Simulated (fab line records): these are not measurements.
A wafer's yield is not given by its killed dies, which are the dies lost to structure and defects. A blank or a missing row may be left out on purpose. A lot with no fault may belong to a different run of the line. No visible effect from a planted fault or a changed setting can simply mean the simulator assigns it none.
Which tool was responsible? :: flow berkeley_cmos170 :: 7 lots, 21 wafers sampled, at 3 steps of a route of 331

WHAT THE GAUGES SHOWED, per wafer
UCB170_CONTACT_CD_MEAS_90 targets a cd of 700 nm.
lot: L736
measured: day 9 03:20
on: cd_sem-02
cd_nm (nm): 699.1 697.2 697.2

lot: L738
measured: day 9 14:00
on: cd_sem-01
cd_nm (nm): 700.5 700.8 698.9

lot: L742
measured: day 10 04:01
on: cd_sem-01
cd_nm (nm): 701.7 699.3 701.4

lot: L747
measured: day 11 02:04
on: cd_sem-02
cd_nm (nm): 700.5 699.5 697.9

lot: L749
measured: day 11 10:37
on: cd_sem-01
cd_nm (nm): 698.4 699.7 698.6

lot: L756
measured: day 12 17:56
on: cd_sem-02
cd_nm (nm): 702.5 703.2 703.3

lot: L757
measured: day 12 19:58
on: cd_sem-01
cd_nm (nm): 699.8 700.8 699.6

TOOL THAT RAN EACH LOT (tool first, then ch and the chambers of the sampled wafers, then the start)
lot: L736
UCB170_SILICIDE_SPUTTER_01: pvd_sputter-01, day 8 19:25
UCB170_CONTACT_ETCH_18: rie_diel-03 ch 0,1, day 9 03:00

lot: L738
UCB170_SILICIDE_SPUTTER_01: pvd_sputter-02, day 9 03:30
UCB170_CONTACT_ETCH_18: rie_diel-02 ch 0,1,3, day 9 13:00

lot: L742
UCB170_SILICIDE_SPUTTER_01: pvd_sputter-03, day 9 21:19
UCB170_CONTACT_ETCH_18: rie_diel-03 ch 1,2,3, day 10 03:00

lot: L747
UCB170_SILICIDE_SPUTTER_01: pvd_sputter-02, day 10 19:51
UCB170_CONTACT_ETCH_18: rie_diel-03 ch 0,3, day 11 01:00

lot: L749
UCB170_SILICIDE_SPUTTER_01: pvd_sputter-03, day 11 05:44
UCB170_CONTACT_ETCH_18: rie_diel-03 ch 0,3, day 11 10:00

lot: L756
UCB170_SILICIDE_SPUTTER_01: pvd_sputter-01, day 12 12:34
UCB170_CONTACT_ETCH_18: rie_diel-04 ch 2,3, day 12 17:00

lot: L757
UCB170_SILICIDE_SPUTTER_01: pvd_sputter-01, day 12 13:50
UCB170_CONTACT_ETCH_18: rie_diel-02 ch 0,3, day 12 19:00
- UCB170_SILICIDE_SPUTTER_01: material Ti, target thk 30 nm, time 25 s.
- UCB170_CONTACT_ETCH_18: etches PSG in CHF3/CF4/Ar, stops on TiSi2, target depth 840 nm, time 195 s.

THE ANSWER, worked out from the rows above alone
Rule: usual is defined by the lots themselves. The widest of any qualifying gaps counts: lots, ordered by their means at a reading, are off when they make up no more than a third of the lots, leave a main group of 4 or more, and stand apart from it by 3 or more times the standard deviation of that group's means. Not used: any main group whose means are identical at the precision the tables above print for the reading. A lot without any number at a reading at which 4 lots or more have one is off too. Any other lot the step has rows for is counted as sound.
No lot is off on any of the readings shown, so nothing can be concluded from this.

WHAT THE SIMULATOR HAD PUT IN
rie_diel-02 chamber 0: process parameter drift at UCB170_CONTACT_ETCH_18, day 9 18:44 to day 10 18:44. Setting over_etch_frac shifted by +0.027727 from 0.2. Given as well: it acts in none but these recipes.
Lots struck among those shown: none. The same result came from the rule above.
